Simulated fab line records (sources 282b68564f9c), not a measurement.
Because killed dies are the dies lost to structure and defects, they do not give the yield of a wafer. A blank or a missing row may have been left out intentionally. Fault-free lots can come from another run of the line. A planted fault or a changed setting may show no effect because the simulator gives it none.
fab line records	flow rit_cmos
record: lots: 7	wafers: 21	last_day: 6
route steps=202 shown GATE@94 REOX@98 NLDD@103 M1@202
lots with no fault: from the same line, run without faults
start_h: start of the lot's first displayed wafer, in hours after the record's first day	wait_h: hours elapsed since this lot's preceding step	" unchanged from the row above	L1.1+2: a row that stands for several wafers	- either no value or no given start	* or withheld: withheld	< > ~ a bound
route shown NAME@n: a module of which the file shows steps, and the number in the route of the first	usual: the fault-free wafers' mean and standard deviation	same: alike in all rows	chamber/n: place in a boat	sites: per-site readings	_std_site: standard deviation of those values	_edge_site: outer sites' mean less inner sites'	radius_mm: for every site, how far away it sits from the centre of the wafer	mask NAME#n: copy n	behind: the last tool/chamber to shape the wafer	hold: what put the lot on hold/how long, in hours/how the hold closed	device: whichever transistor did not switch (one of n, p or np)	end of line: at the end of the route, the tests of the same wafers	a step given without rows: its recipe and nothing more	killed: count of dies lost to structure and defects at first sort (not the wafer's yield)	map: dies across one wafer; x = killed, . = not, _ = none there
set.NAME: the setting as run; set.NAME@STEP: as run at that earlier step	model.NAME: the simulator's own value behind a step, which no gauge read
certain route steps with their lots: each step a table, each wafer a row
services: the hour from which a tool's chamber was out of use, counted from the record's first day as start_h (under 0 if before that day), plus the number of hours and why
== steps ==
step: RIT_GATE_HARDBAKE_18
recipe: resist: NOVOLAK	temp_c: 140	time_s: 60
step: RIT_GATE_ETCH_19
recipe: chemistry: SF6/CHF3/O2	time_s: 165	SF6_flow_sccm: 30	CHF3_flow_sccm: 30	O2_flow_sccm: 5	target: poly-Si	pressure_mtorr: 40	rf_w: 160	target_depth_a: 3125	over_etch_frac: 0.25	stop_on: SiO2
usual: chamber_pressure_mTorr: 40.00/0.04	drypump_motor_current_A: 5.54/0.29	oes_product_au: 0.856/0.012	throttle_valve_pct: 10.28/0.12
lot.wafer	tool	chamber	start_h	wait_h	chamber_pressure_mTorr	drypump_motor_current_A	oes_product_au	rf_hours_counter_h	throttle_valve_pct
L546.1	rie_si-01	1	38.22	0.1	39.88	5.83	0.872	102	10.21
L546.5	"	2	"	"	39.97	6.08	0.871	-	10.11
L546.6	"	3	"	"	40.01	5.29	0.866	-	10.16
L548.1	rie_si-01	1	49.04	0.1	40.03	5.86	0.874	102	10.22
L548.2	"	0	"	"	39.96	5.34	0.849	82	10.24
L548.6	"	3	"	"	39.99	5.30	0.871	-	10.17
L549.3	rie_si-02	3	53.49	0.1	39.93	5.45	0.847	139	10.44
L549.4	"	2	"	"	40.00	5.46	0.853	1	10.35
L549.5	"	1	"	"	39.98	5.16	0.830	-	10.49
L552.2	rie_si-01	2	69.66	0.1	40.03	6.09	0.871	123	10.09
L552.3	"	0	"	"	39.97	5.35	0.852	83	10.23
L552.5	"	2	"	"	40.02	6.09	0.872	-	10.09
L553.2	rie_si-02	0	73.72	0.1	39.94	5.60	0.844	39	10.24
L553.4	"	2	"	"	40.03	5.45	0.867	1	10.36
L553.5	"	1	"	"	40.05	5.17	0.836	-	10.49
L559.1	rie_si-02	2	102.71	0.1	39.90	5.47	0.859	1	10.34
L559.3	"	3	"	"	39.98	5.45	0.835	140	10.45
L559.4	"	1	"	"	39.97	5.16	0.842	1	10.51
L565.1	rie_si-02	0	131.27	0.1	40.01	5.60	0.843	40	10.25
L565.2	"	2	"	"	39.99	5.46	0.849	2	10.35
L565.6	"	3	"	"	39.98	5.45	0.848	-	10.44
step: RIT_GATE_STRIP_20
recipe: chemistry: O2	time_s: 180	resist: NOVOLAK	platen_temp_c: withheld	power_w: 500	pressure_mtorr: 4000	o2_flow_sccm: 4000
usual: chamber_pressure_mTorr: 4000/3.7	drypump_motor_current_A: 5.63/0.28
lot.wafer	tool	chamber	start_h	wait_h	chamber_pressure_mTorr	drypump_motor_current_A	rf_hours_counter_h
L546.1	plasma_asher-03	0	38.33	0.1	4004	5.25	40
L546.5	"	1	"	"	4003	5.44	-
L546.6	"	0	"	"	3995	5.24	-
L548.1	plasma_asher-04	1	49.15	0.1	4004	5.53	43
L548.2	"	0	"	"	4000	5.88	43
L548.6	"	0	"	"	4004	5.88	-
L549.3	plasma_asher-04	0	53.66	0.1	3997	5.87	-
L549.4	"	1	"	"	4003	5.52	-
L549.5	"	1	"	"	3999	5.55	-
L552.2	plasma_asher-04	1	69.77	0.1	4003	5.53	45
L552.3	"	1	"	"	4002	5.54	-
L552.5	"	1	"	"	3991	5.51	-
L553.2	plasma_asher-01	0	73.83	0.1	4001	5.38	42
L553.4	"	1	"	"	4003	6.06	-
L553.5	"	1	"	"	3997	6.04	-
L559.1	plasma_asher-01	1	102.81	0.1	3992	6.03	45
L559.3	"	1	"	"	4000	6.03	-
L559.4	"	0	"	"	4000	5.37	-
L565.1	plasma_asher-03	1	131.38	0.1	4008	5.46	50
L565.2	"	0	"	"	3997	5.23	50
L565.6	"	1	"	"	4005	5.48	-
step: RIT_GATE_CD_MEAS_90
recipe: target_cd_nm: 150
usual: cd_nm: 149.0/2.6
lot.wafer	tool	chamber	start_h	wait_h	cd_nm
L546.1	cd_sem-01	-	38.50	0.1	148.0
L546.5	"	-	"	"	147.5
L546.6	"	-	"	"	147.5
L548.1	cd_sem-01	-	49.32	0.1	153.5
L548.2	"	-	"	"	152.3
L548.6	"	-	"	"	150.9
L549.3	cd_sem-02	-	53.81	0.1	147.0
L549.4	"	-	"	"	150.8
L549.5	"	-	"	"	149.0
L552.2	cd_sem-02	-	69.96	0.1	146.4
L552.3	"	-	"	"	148.5
L552.5	"	-	"	"	148.0
L553.2	cd_sem-01	-	74.02	0.1	155.6
L553.4	"	-	"	"	153.0
L553.5	"	-	"	"	153.3
L559.1	cd_sem-01	-	102.99	0.1	150.2
L559.3	"	-	"	"	152.1
L559.4	"	-	"	"	151.3
L565.1	cd_sem-02	-	131.55	0.1	150.3
L565.2	"	-	"	"	148.1
L565.6	"	-	"	"	147.3
step: RIT_REOX_CLEAN_00
recipe: chemistry: SC1	mix: 3:3:50	time_s: 600	temp_c: 75
step: RIT_REOX_CLEAN_01
recipe: chemistry: dHF	dilution: 50:1	time_s: 30
step: RIT_REOX_CLEAN_02
recipe: chemistry: SC2	mix: 3:3:50	time_s: 600	temp_c: 75	dry: n2_spin
step: RIT_REOX_OXIDATION_03
recipe: temp_c: 900	ambient: O2	target_thk_a: 252	ox_time_s: 5580
step: RIT_REOX_THK_MEAS_04
recipe: reads: SiO2_of_REOX_OXIDATION_03
usual: REOX_OXIDE_THK: 25.0/0.5
lot.wafer	tool	chamber	start_h	wait_h	REOX_OXIDE_THK[nm]
L546.1	film_metro-04	-	41.54	0.0	25.2
L546.5	"	-	"	"	25.5
L546.6	"	-	"	"	25.4
L548.1	film_metro-04	-	52.54	0.0	25.8
L548.2	"	-	"	"	26.3
L548.6	"	-	"	"	25.8
L549.3	film_metro-01	-	56.85	0.0	24.8
L549.4	"	-	"	"	24.4
L549.5	"	-	"	"	24.3
L552.2	film_metro-01	-	72.99	0.0	25.3
L552.3	"	-	"	"	24.6
L552.5	"	-	"	"	24.7
L553.2	film_metro-02	-	77.12	0.0	25.8
L553.4	"	-	"	"	26.0
L553.5	"	-	"	"	25.8
L559.1	film_metro-02	-	106.57	0.0	24.7
L559.3	"	-	"	"	24.7
L559.4	"	-	"	"	24.9
L565.1	film_metro-01	-	136.97	0.0	24.5
L565.2	"	-	"	"	25.0
L565.6	"	-	"	"	24.7
step: RIT_NLDD_HMDS_00
recipe: prime_time_s: 60	prime_temp_c: 140
step: RIT_NLDD_COAT_01
recipe: resist: NOVOLAK	spin_rpm: 3250	resist_thk_nm: 1000
step: RIT_NLDD_SOFTBAKE_02
recipe: resist: NOVOLAK	temp_c: 90	time_s: 60
step: RIT_NLDD_EXPOSE_03
recipe: mask_id: M7	na: 0.57	target_cd_nm: 40700	dose_mj: 250
lot.wafer	tool	chamber	start_h	wait_h	mask	model.NLDD.overlay_x_nm
L546.1+5+6	iline_stepper-02	0	42.18	0.2	M7#0	-0.5494
L548.1+2+6	iline_stepper-01	0	53.05	0.1	M7#0	0.7795
L549.3+4+5	iline_stepper-01	0	57.48	0.1	M7#0	-149.4
L552.2+3+5	iline_stepper-01	0	73.63	0.2	M7#0	-150.4
L553.2+4+5	iline_stepper-01	0	77.64	0.1	M7#0	-150.5
L559.1+3+4	iline_stepper-02	0	107.08	0.1	M7#0	0.01171
L565.1+2+6	iline_stepper-02	0	137.48	0.1	M7#0	1.085
step: RIT_NLDD_PEB_04
recipe: resist: NOVOLAK	temp_c: withheld	time_s: withheld
step: RIT_NLDD_DEVELOP_05
recipe: resist: NOVOLAK	develop_time_s: 50	dev_temp_c: 23
step: RIT_NLDD_OVL_MEAS_06
usual: NLDD_OVL: 0.1/1.6
lot.wafer	tool	chamber	start_h	wait_h	NLDD_OVL[nm]
L546.1	overlay-02	-	42.61	-	-0.7
L546.5	"	-	"	"	-0.5
L546.6	"	-	"	"	-0.4
L548.1	overlay-02	-	53.45	-	0.4
L548.2	"	-	"	"	0.9
L548.6	"	-	"	"	1.5
L549.3	overlay-02	-	57.86	-	-148.9
L549.4	"	-	"	"	-148.2
L549.5	"	-	"	"	-149.0
L552.2	overlay-02	-	74.02	-	-151.7
L552.3	"	-	"	"	-149.1
L552.5	"	-	"	"	-149.4
L553.2	overlay-01	-	78.02	-	-148.0
L553.4	"	-	"	"	-150.1
L553.5	"	-	"	"	-147.2
L559.1	overlay-01	-	107.48	-	-1.1
L559.3	"	-	"	"	-1.3
L559.4	"	-	"	"	-0.1
L565.1	overlay-01	-	137.88	-	-0.2
L565.2	"	-	"	"	-0.2
L565.6	"	-	"	"	0.2
step: RIT_NLDD_HARDBAKE_07
recipe: resist: NOVOLAK	temp_c: 140	time_s: 60
step: RIT_M1_PROBE_99
usual: killed_at_contacts: 0.0/0.22	killed_at_front_end: 7/3	killed_dies: 7/3.1	killed_open: 3.4/2.1	killed_short: 3.2/1.9
same: gross_dies: 264	killed_at_M0_to_M3: 0	killed_at_M4_up: 0	killed_at_back_side: 0	killed_at_other: 0
lot.wafer	tool	chamber	start_h	wait_h	killed_at_contacts	killed_at_front_end	killed_dies	killed_open	killed_short	model.etest.nldd.width_nm
L546.1	prober-01	-	58.45	0.1	0	5	5	2	3	3195
L546.5	prober-01	-	58.65	0.2	0	3	3	2	1	3188
L546.6	prober-01	-	58.70	0.2	0	6	6	5	1	3187
L548.1	prober-01	-	68.92	0.1	0	2	2	1	1	3212
L548.2	prober-01	-	68.97	0.1	0	6	6	2	4	3179
L548.6	prober-01	-	69.17	0.2	0	4	4	1	3	3219
L549.3	prober-01	-	73.38	0.2	0	5	5	1	4	3115
L549.4	prober-01	-	73.43	0.2	0	8	8	5	3	3118
L549.5	prober-01	-	73.48	0.2	0	8	8	2	6	3105
L552.2	prober-02	-	90.15	0.1	0	6	6	2	4	3123
L552.3	prober-02	-	90.20	0.2	1	11	12	8	4	3133
L552.5	prober-02	-	90.30	0.2	0	10	10	5	5	3133
L553.2	prober-01	-	93.57	0.1	0	4	4	0	4	3119
L553.4	prober-01	-	93.67	0.2	0	4	4	2	2	3103
L553.5	prober-01	-	93.72	0.2	0	9	9	4	5	3109
L559.1	prober-01	-	123.58	0.1	0	6	6	4	2	3182
L559.3	prober-01	-	123.68	0.2	0	14	14	10	4	3205
L559.4	prober-01	-	123.73	0.2	0	7	7	3	4	3206
L565.1	prober-01	-	153.29	0.1	0	2	2	1	1	3194
L565.2	prober-01	-	153.34	0.1	0	5	5	1	4	3226
L565.6	prober-01	-	153.54	0.2	0	3	3	2	1	3210
killed by level:class
L546.1 GATE:geometric_particle:short=3 FOX2:geometric_particle:open=1 GATE:geometric_particle:open=1
L546.5 GATE:geometric_particle:open=1 REOX:geometric_particle:short=1 REOX:geometric_particle:open=1
L546.6 GATE:geometric_particle:open=3 FOX1:geometric_particle:open=1 REOX:geometric_particle:short=1 REOX:geometric_particle:open=1
L548.1 GATE:geometric_particle:open=1 SILICIDE:geometric_particle:short=1
L548.2 REOX:geometric_particle:short=2 FOX2:geometric_particle:short=1 FOX2:geometric_particle:open=1 GATE:geometric_particle:open=1 GATE:geometric_particle:short=1
L548.6 GATE:geometric_particle:short=2 FOX2:geometric_particle:short=1 GATE:geometric_particle:open=1
L549.3 GATE:geometric_particle:short=2 FOX1:geometric_particle:short=1 FOX2:geometric_particle:open=1 REOX:geometric_particle:short=1
L549.4 SPACER:geometric_particle:open=3 GATE:geometric_particle:open=2 GATE:geometric_particle:short=2 SPACER:geometric_particle:short=1
L549.5 GATE:geometric_particle:short=5 GATE:geometric_particle:open=1 REOX:geometric_particle:open=1 SPACER:geometric_particle:short=1
L552.2 GATE:geometric_particle:short=2 GATE:geometric_particle:open=1 REOX:geometric_particle:open=1 SPACER:geometric_particle:short=1 SILICIDE:geometric_particle:short=1
L552.3 SILICIDE:geometric_particle:open=4 GATE:geometric_particle:open=3 FOX1:geometric_particle:open=1 GATE:geometric_particle:short=1 SPACER:geometric_particle:short=1 SILICIDE:geometric_particle:short=1 CONTACT:geometric_particle:short=1
L552.5 GATE:geometric_particle:open=4 FOX2:geometric_particle:short=3 FOX1:geometric_particle:short=1 FOX2:geometric_particle:open=1 GATE:geometric_particle:short=1
L553.2 GATE:geometric_particle:short=2 SPACER:geometric_particle:short=1 SILICIDE:geometric_particle:short=1
L553.4 FOX1:geometric_particle:open=1 GATE:geometric_particle:short=1 SILICIDE:geometric_particle:short=1 SILICIDE:geometric_particle:open=1
L553.5 GATE:geometric_particle:open=3 FOX1:geometric_particle:short=2 FOX2:geometric_particle:short=1 SPACER:geometric_particle:short=1 SILICIDE:geometric_particle:short=1 SILICIDE:geometric_particle:open=1
L559.1 GATE:geometric_particle:open=3 GATE:geometric_particle:short=1 REOX:geometric_particle:short=1 REOX:geometric_particle:open=1
L559.3 REOX:geometric_particle:open=5 GATE:geometric_particle:open=3 SILICIDE:geometric_particle:open=2 FOX1:geometric_particle:short=1 GATE:geometric_particle:short=1 REOX:geometric_particle:short=1 SILICIDE:geometric_particle:short=1
L559.4 FOX1:geometric_particle:short=2 GATE:geometric_particle:open=2 GATE:geometric_particle:short=1 REOX:geometric_particle:short=1 SILICIDE:geometric_particle:open=1
L565.1 FOX1:geometric_particle:short=1 FOX2:geometric_particle:open=1
L565.2 GATE:geometric_particle:short=2 FOX2:geometric_particle:short=1 GATE:geometric_particle:open=1 SPACER:geometric_particle:short=1
L565.6 FOX2:geometric_particle:short=1 GATE:geometric_particle:open=1 REOX:geometric_particle:open=1
== services ==
tool	chamber	start_h	hours	kind
plasma_asher-01	-	17.66	12.7	repair
rie_si-01	1	26.34	4.2	repair
iline_stepper-01	-	29.45	1.7	pm
iline_stepper-02	-	49.07	1.7	pm
rie_si-02	1	62.37	3.4	repair
iline_stepper-01	-	66.70	5.9	repair
plasma_asher-04	-	71.49	0.9	repair
iline_stepper-02	-	108.06	4.4	pm
plasma_asher-01	-	108.75	9.0	pm
plasma_asher-01	0	108.75	9.0	vent_cycle
plasma_asher-01	1	108.75	9.0	vent_cycle
rie_si-02	3	109.53	12.8	repair
plasma_asher-03	-	114.87	0.8	repair
plasma_asher-01	0	117.75	-	clean
plasma_asher-01	1	117.75	-	clean
iline_stepper-01	0	132.16	-	calibration
rie_si-02	0	134.13	7.4	repair
== key ==
first_sign: step: RIT_NLDD_OVL_MEAS_06	reading: NLDD_OVL	direction: down	sigmas: 92	usual: 0.1	struck: -149.1
effect none on later readings
model_effect: step: RIT_NLDD_EXPOSE_03	value: NLDD.overlay_x_nm	without: -0.09346	struck: -150.1
model_effect: step: RIT_M1_PROBE_99	value: etest.nldd.width_nm	without: 3193	struck: 3117
met_at RIT_NLDD_EXPOSE_03
struck_wafers L549.3,L549.4,L549.5,L552.2,L552.3,L552.5,L553.2,L553.4,L553.5
tester_left_out L549,L552,L553
onset_between 53.05 57.48
fault: kind: scanner_matching_overlay	tool: iline_stepper-01	chamber: -	onset_h: 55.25	steps: RIT_NLDD_EXPOSE_03	offset: -150
tester_left_out: of these lots the tester's yield and bins aren't shown, on N5 and GAA mostly nor the transistor test; their killed dies are dies lost to structure and defects alone, not to doping, threshold or leakage, so they don't give the yield
